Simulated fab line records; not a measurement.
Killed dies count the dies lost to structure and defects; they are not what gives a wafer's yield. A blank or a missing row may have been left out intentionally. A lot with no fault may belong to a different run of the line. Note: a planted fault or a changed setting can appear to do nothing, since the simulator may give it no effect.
The tool behind it: which one? ; flow ritCmos ; 15 lots with 45 wafers sampled at 2 steps, on a route of 202 steps

## WHAT EACH GAUGE READ, for each wafer
RIT_PWELL_OVL_MEAS_06. Usual: PWELL_OVL gives 0.5 nm (standard deviation 1.4).
lot;measured;on;PWELL_OVL (nm);flag
L245;day 1 23:08;overlay-02;-0.3 -0.7 -1.8;
L246;day 2 03:12;overlay-02;1.0 -0.7 -1.4;
L247;day 2 07:49;overlay-02;-0.4 -2.2 -0.1;
L249;day 2 18:44;overlay-02;2.4 1.8 2.2;
L250;day 3 00:55;overlay-02;0.9 -1.0 1.6;
L253;day 3 14:02;overlay-02;0.9 -0.6 -0.2;
L254;day 3 19:02;overlay-02;-0.8 -0.6 -1.6;
L255;day 4 01:31;overlay-02;0.6 0.9 1.5;
L256;day 4 04:45;overlay-02;0.2 0.7 0.8;
L257;day 4 10:50;overlay-01;-1.2 -0.7 0.0;
L258;day 4 15:38;overlay-02;-0.2 2.2 0.8;
L259;day 4 20:40;overlay-02;1.2 0.2 0.8;
L261;day 5 06:36;overlay-01;361.3 364.1 362.6;OFF
L265;day 6 03:44;overlay-01;360.7 363.4 360.6;OFF
L266;day 6 08:13;overlay-01;361.9 360.8 364.5;OFF

## TOOL THAT RAN EACH LOT (tool first, then ch and the chambers of the sampled wafers, then the start)
lot;RIT_PWELL_EXPOSE_03
L245;ilineStepper-02 ch 0, day 1 22:44
L246;ilineStepper-01 ch 0, day 2 02:47
L247;ilineStepper-01 ch 0, day 2 07:23
L249;ilineStepper-02 ch 0, day 2 18:21
L250;ilineStepper-01 ch 0, day 3 00:30
L253;ilineStepper-02 ch 0, day 3 13:36
L254;ilineStepper-02 ch 0, day 3 18:37
L255;ilineStepper-01 ch 0, day 4 01:05
L256;ilineStepper-01 ch 0, day 4 04:19
L257;ilineStepper-01 ch 0, day 4 10:25
L258;ilineStepper-02 ch 0, day 4 15:13
L259;ilineStepper-02 ch 0, day 4 20:14
L261;ilineStepper-02 ch 0, day 5 06:11
L265;ilineStepper-02 ch 0, day 6 03:18
L266;ilineStepper-02 ch 0, day 6 07:48
- RIT_PWELL_EXPOSE_03: exposes mask M3, target cd 43700 nm.

## AS READ BY THE TOOLS THEMSELVES (means over the sampled wafers that have a number; for cases with no such wafer, the mark the record gives instead)
The record holds no such reading with a usual standard deviation.

## THE ANSWER, worked out from the rows above alone
Rule: a lot is off if the mean of its wafers that have a number lies more than 3 standard deviations from the usual mean. Also off: a lot with no number at a reading for which 4 or more lots have one. All remaining lots with rows at the step are treated as sound. The gauges are gone through in route order, then the tools' own readings, and for those a lot's mean is taken as printed above. The first step at which some lot is off is used, and at that step the reading that is off furthest; a lot without a number counts as furthest.
Off: L261, L265, L266, seen at RIT_PWELL_OVL_MEAS_06 (PWELL_OVL).
A tool fits if, at a process step before that reading, it ran every lot that is off, and no sound lot after the first of them. Gauges at RIT_PWELL_OVL_MEAS_06: tried the same way as those tools. Undecided on this evidence; 2 tools fit (ilineStepper-02 at RIT_PWELL_EXPOSE_03, overlay-01 at RIT_PWELL_OVL_MEAS_06).

## WHAT WAS PUT IN BY THE SIMULATOR
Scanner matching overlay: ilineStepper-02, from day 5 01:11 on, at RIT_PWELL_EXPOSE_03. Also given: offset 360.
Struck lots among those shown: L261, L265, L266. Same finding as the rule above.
